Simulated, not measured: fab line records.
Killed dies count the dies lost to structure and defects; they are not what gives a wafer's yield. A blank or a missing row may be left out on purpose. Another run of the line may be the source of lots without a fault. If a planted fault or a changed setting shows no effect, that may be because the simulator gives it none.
Matching of chambers :: flow ritCmos :: RIT_GATE_ETCH_19 on rieSi-01: 4 sister chambers
The step etches poly-Si in SF6/CHF3/O2, stops on SiO2, time 165 s, target depth 312.5 nm. 4 wafers are shown with their chamber, then 7 later ones without.

== WAFERS WITH THEIR CHAMBER ==
wafer: L524.2
chamber: 3
drypumpMotorCurrentA (A): 6.3

wafer: L524.4
chamber: 0
drypumpMotorCurrentA (A): 5.7

wafer: L528.2
chamber: 2
drypumpMotorCurrentA (A): 5.3

wafer: L528.3
chamber: 1
drypumpMotorCurrentA (A): 6.4

== WAFERS WHOSE CHAMBER IS MISSING ==
wafer: L528.5
drypumpMotorCurrentA (A): 6.4

wafer: L530.2
drypumpMotorCurrentA (A): 5.2

wafer: L530.3
drypumpMotorCurrentA (A): 6.3

wafer: L530.4
drypumpMotorCurrentA (A): 5.7

wafer: L532.1
drypumpMotorCurrentA (A): 6.4

wafer: L532.2
drypumpMotorCurrentA (A): 5.3

wafer: L532.6
drypumpMotorCurrentA (A): 6.4

== CHAMBER TAKEN BY EACH ==
wafer: L528.5
from the rows above: 1
in truth: 1

wafer: L530.2
from the rows above: 2
in truth: 2

wafer: L530.3
from the rows above: 3
in truth: 3

wafer: L530.4
from the rows above: 0
in truth: 0

wafer: L532.1
from the rows above: 1
in truth: 1

wafer: L532.2
from the rows above: 2
in truth: 2

wafer: L532.6
from the rows above: 1
in truth: 1
Placed correctly: 7 of 7. Can't be placed from these rows: 0. Wrongly placed: 0.
How it was worked out, from the rows above alone: a wafer's distance from a chamber is the root of the sum, over the readings, of the square of ((its reading less the chamber's mean) divided by the reading's scatter). The wafer belongs to the nearest chamber; if the next one is less than 2 further off, it can't be placed. The mean given for a chamber averages the wafers shown for that chamber. The scatter: root of mean squared gap, hidden wafer to nearest shown wafer, with one shown wafer a chamber.
